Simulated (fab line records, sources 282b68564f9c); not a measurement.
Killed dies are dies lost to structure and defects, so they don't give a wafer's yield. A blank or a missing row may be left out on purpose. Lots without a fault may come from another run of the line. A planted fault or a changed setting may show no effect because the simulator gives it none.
Split-lot experiment | flow rit_cmos | 5 lots, 23 wafers read, on a route of 202 steps

THE SPLIT
At RIT_GATE_CVD_08 (deposits poly-Si from SiH4, target thk 250 nm, time 2220 s), the setting pressure_mtorr was moved away from the recipe's 300 mTorr on 15 of the 23 wafers read, by +4.8% to +11.7%. The other wafers ran this setting at the recipe's value.

The file shows no step between the split and the reading.

THE READING
GATE_POLY_THK, in nm, at RIT_GATE_THK_MEAS_09. Fault-free wafers of this fab line usually give 250.6 nm, standard deviation 1.8 nm.

wafer  | tool, chamber at the split | pressure_mtorr as run, mTorr | against the recipe | GATE_POLY_THK, nm | against lot-mates on the recipe
L075.1 | -, -                       | 300                          | recipe             | 252.9             | -
L075.2 | -, -                       | 300                          | recipe             | 252.6             | -
L075.3 | -, -                       | 300                          | recipe             | 253.2             | -
L075.4 | -, -                       | 300                          | recipe             | 251.7             | -
L075.6 | -, -                       | 300                          | recipe             | 252.3             | -
L079.1 | -, -                       | 314.3                        | +4.8%              | 258.8             | no lot-mate on the recipe
L079.2 | -, -                       | 314.3                        | +4.8%              | 256.5             | no lot-mate on the recipe
L079.3 | -, -                       | 314.3                        | +4.8%              | 258.5             | no lot-mate on the recipe
L079.4 | -, -                       | 314.3                        | +4.8%              | 257.1             | no lot-mate on the recipe
L079.5 | -, -                       | 314.3                        | +4.8%              | 253.7             | no lot-mate on the recipe
L080.1 | lpcvd-02, 0                | 300                          | recipe             | 252.9             | -
L080.3 | lpcvd-02, 0                | 300                          | recipe             | 251.7             | -
L080.4 | lpcvd-02, 0                | 300                          | recipe             | 254.1             | -
L081.1 | -, -                       | 335.2                        | +11.7%             | 264.8             | no lot-mate on the recipe
L081.2 | -, -                       | 335.2                        | +11.7%             | 265.5             | no lot-mate on the recipe
L081.3 | -, -                       | 335.2                        | +11.7%             | 263.2             | no lot-mate on the recipe
L081.4 | -, -                       | 335.2                        | +11.7%             | 263.9             | no lot-mate on the recipe
L081.5 | -, -                       | 335.2                        | +11.7%             | 265.8             | no lot-mate on the recipe
L085.1 | -, -                       | 323.3                        | +7.8%              | 259.2             | no lot-mate on the recipe
L085.2 | -, -                       | 323.3                        | +7.8%              | 258.4             | no lot-mate on the recipe
L085.4 | -, -                       | 323.3                        | +7.8%              | 258.8             | no lot-mate on the recipe
L085.5 | -, -                       | 323.3                        | +7.8%              | 258.5             | no lot-mate on the recipe
L085.6 | -, -                       | 323.3                        | +7.8%              | 259.3             | no lot-mate on the recipe

THE FIT
A straight line over all 23 wafers: GATE_POLY_THK changes by +0.976 nm for each +1% of pressure_mtorr; r = +0.96; the points scatter about the line by 1.3 nm.
Too few moved wafers have a lot-mate on the recipe to fit a line with each lot's own level taken away.

THE WHOLE CHAIN: every reading that the file lists as answering this split, in the file's order
step                 | what it does                                               | reading                                                                        | change (the file's fit)               | r (the file's)
RIT_GATE_CVD_08      | deposits poly-Si from SiH4, target thk 250 nm, time 2220 s | poly-Si_of_GATE_CVD_08.thk_nm (the simulator's own value, which no gauge read) | +0.968 nm for each +1% of the setting | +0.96
RIT_GATE_THK_MEAS_09 |                                                            | GATE_POLY_THK                                                                  | +0.975 for each +1% of the setting    | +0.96
RIT_REOX_CLEAN_00    | cleans in SC1, time 600 s                                  | poly-Si_of_GATE_CVD_08.thk_nm (the simulator's own value, which no gauge read) | +0.995 nm for each +1% of the setting | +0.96

THE FILE'S OWN FIT
GATE_POLY_THK changes by +0.975 nm for each +1% of pressure_mtorr, r = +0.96.
